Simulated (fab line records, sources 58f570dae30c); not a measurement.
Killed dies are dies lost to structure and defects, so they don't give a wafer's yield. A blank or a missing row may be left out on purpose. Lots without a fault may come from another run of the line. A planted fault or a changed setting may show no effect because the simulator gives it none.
Chamber matching | flow berkeley_cmos170 | UCB170_M1_ETCH_11 on rie_diel-02: 4 sister chambers
The step etches BARC in N2/H2. 14 wafers are shown with their chamber, then 7 later ones without.

WAFERS WITH THEIR CHAMBER
wafer  | chamber | throttle_valve_pct (%) | drypump_motor_current_A (A) | oes_product_au (a.u.)
L105.2 | 3       | 13.04                  | 5.0                         | 0.947
L105.3 | 1       | 13.03                  | 4.8                         | 1.016
L105.5 | 3       | 13.04                  | 5.0                         | 0.957
L108.2 | 3       | 13.05                  | 5.0                         | 0.946
L108.3 | 0       | 13.28                  | 4.9                         | 1.008
L108.5 | 2       | 13.18                  | 5.0                         | 0.997
L109.1 | 0       | 13.27                  | 4.9                         | 1.015
L109.5 | 2       | 13.19                  | 5.0                         | 0.998
L109.6 | 3       | 13.05                  | 5.0                         | 0.950
L112.2 | 3       | 13.05                  | 5.0                         | 0.954
L112.3 | 1       | 13.04                  | 4.8                         | 0.992
L112.5 | 0       | 13.27                  | 4.8                         | 1.012
L113.1 | 0       | 13.27                  | 4.8                         | 1.001
L113.3 | 1       | 13.02                  | 4.8                         | 0.997

SIGNATURES (means of the wafers above)
reading                 | chamber 0 | chamber 1 | chamber 2 | chamber 3 | scatter within a chamber
throttle_valve_pct      | 13.2725   | 13.0300   | 13.1850   | 13.0460   | 0.00667
drypump_motor_current_A | 4.850     | 4.800     | 5.000     | 5.000     | 0.0316
oes_product_au          | 1.00900   | 1.00167   | 0.99750   | 0.95080   | 0.0072
Rule: a wafer's distance from a chamber is the root of the sum, over the readings, of the square of ((its reading less the chamber's mean) divided by the reading's scatter). The wafer belongs to the nearest chamber; if the next one is less than 2 further off, it can't be placed. The scatter: the root of (the sum of the squares of (reading less its chamber's mean) over the shown wafers, divided by (wafers less chambers)).

WAFERS WITHOUT THEIR CHAMBER
wafer  | throttle_valve_pct (%) | drypump_motor_current_A (A) | oes_product_au (a.u.)
L113.5 | 13.20                  | 5.0                         | 0.985
L117.1 | 13.17                  | 5.0                         | 0.980
L117.4 | 13.04                  | 5.0                         | 0.944
L117.5 | 13.18                  | 5.0                         | 0.995
L116.1 | 13.04                  | 5.0                         | 0.950
L116.2 | 13.21                  | 5.0                         | 0.994
L116.3 | 13.27                  | 4.9                         | 1.018

WHICH CHAMBER EACH WENT THROUGH
wafer  | from the rows above | in truth
L113.5 | 2                   | 2
L117.1 | 2                   | 2
L117.4 | 3                   | 3
L117.5 | 2                   | 2
L116.1 | 3                   | 3
L116.2 | 2                   | 2
L116.3 | 0                   | 0
Placed correctly: 7 of 7. Can't be placed from these rows: 0. Placed wrongly: 0.
